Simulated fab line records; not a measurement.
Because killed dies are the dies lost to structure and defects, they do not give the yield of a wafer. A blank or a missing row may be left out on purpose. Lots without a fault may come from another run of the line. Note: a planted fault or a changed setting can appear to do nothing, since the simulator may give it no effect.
Split-lot study	flow rit_cmos	route with 202 steps; 5 lots, 23 wafers read

## ON THE SPLIT
At RIT_PRETRO_IMPLANT_08, the setting dose_cm2 was moved away from the recipe's 1.2e+13 on 7 of the 23 wafers read, by -6.9% to +7.3%. For the rest of the wafers, this setting stayed at what the recipe calls for.

## BETWEEN THE SPLIT AND THE READING: the file shows 1 step in between
- RIT_PRETRO_STRIP_09: strips in O2, time 180 s

## THE READING
PRETRO_TW, at RIT_PRETRO_TW_MEAS_10. A value of 476 with a standard deviation of 4 is what fault-free wafers of this fab line usually give.

wafer	tool, chamber at the split	dose_cm2 as run	against the recipe	PRETRO_TW	against lot-mates on the recipe
L074.2	implanter-04, 0	1.2e+13	recipe	474	-
L074.3	implanter-04, 0	1.2e+13	recipe	472	-
L074.4	implanter-04, 0	1.118e+13	-6.8%	462	-10
L074.5	implanter-04, 0	1.2e+13	recipe	471	-
L074.6	implanter-04, 0	1.118e+13	-6.8%	463	-9
L076.1	implanter-04, 0	1.2e+13	recipe	476	-
L076.3	implanter-04, 0	1.2e+13	recipe	476	-
L076.4	implanter-04, 0	1.2e+13	recipe	476	-
L076.5	implanter-04, 0	1.2e+13	recipe	476	-
L076.6	implanter-04, 0	1.2e+13	recipe	476	-
L078.2	implanter-04, 0	1.2e+13	recipe	474	-
L078.4	implanter-04, 0	1.2e+13	recipe	471	-
L078.6	implanter-04, 0	1.2e+13	recipe	473	-
L082.1	implanter-04, 0	1.2e+13	recipe	476	-
L082.2	implanter-04, 0	1.117e+13	-6.9%	467	-10
L082.4	implanter-04, 0	1.117e+13	-6.9%	467	-10
L082.5	implanter-04, 0	1.2e+13	recipe	477	-
L082.6	implanter-04, 0	1.117e+13	-6.9%	469	-8
L083.2	implanter-03, 0	1.2e+13	recipe	470	-
L083.3	implanter-03, 0	1.287e+13	+7.3%	485	+13
L083.4	implanter-03, 0	1.2e+13	recipe	471	-
L083.5	implanter-03, 0	1.287e+13	+7.3%	484	+12
L083.6	implanter-03, 0	1.2e+13	recipe	475	-

THE FIT
A straight line over all 23 wafers: PRETRO_TW changes by +1.3 for each +1% of dose_cm2; r = +0.90; the points scatter about the line by 2.4.
The same after taking each lot's own level away (the mean of its wafers on the recipe; 23 wafers): +1.48 for each +1%; r = +0.98; scatter 1.3.
On that fit, the largest move of dose_cm2 shifts the reading by 11.
The lots' own levels span 472.0 to 476.5, that is 1.1 times the standard deviation above.
Thus the slope moves with the lot-to-lot level: the two fits are different.
Check: +10.5 against its lot-mates is what the line predicts for one of the wafers moved furthest among these (+7.3%) when that wafer is left out of the fit. It came out at +13 against them.

## ADDITIONAL SPLITS CARRIED BY THESE WAFERS
Other splits were also applied to these wafers ahead of the reading. Each is held against what the fit with the lots' levels taken away leaves over:
other split on the same wafers	wafers away from the commonest value	r with PRETRO_TW (lot level and that fit taken away)
RIT_ACTIVE_COAT_06 spin_rpm	6	+0.24
RIT_ACTIVE_HARDBAKE_12 temp_c	7	+0.30
RIT_FOX1_OXIDATION_00 temp_c	15	+0.13
RIT_NWELL_COAT_01 resist_thk_nm	7	-0.10
RIT_NWELL_SOFTBAKE_02 time_s	7	-0.03
RIT_PWELL_SOFTBAKE_02 temp_c	8	+0.14
RIT_PWELL_DEVELOP_05 develop_time_s	7	-0.20
RIT_NRETRO_COAT_01 resist_thk_nm	7	-0.09

## FILE'S OWN FIT
PRETRO_TW changes by +1.48 for each +1% of dose_cm2, r = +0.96.
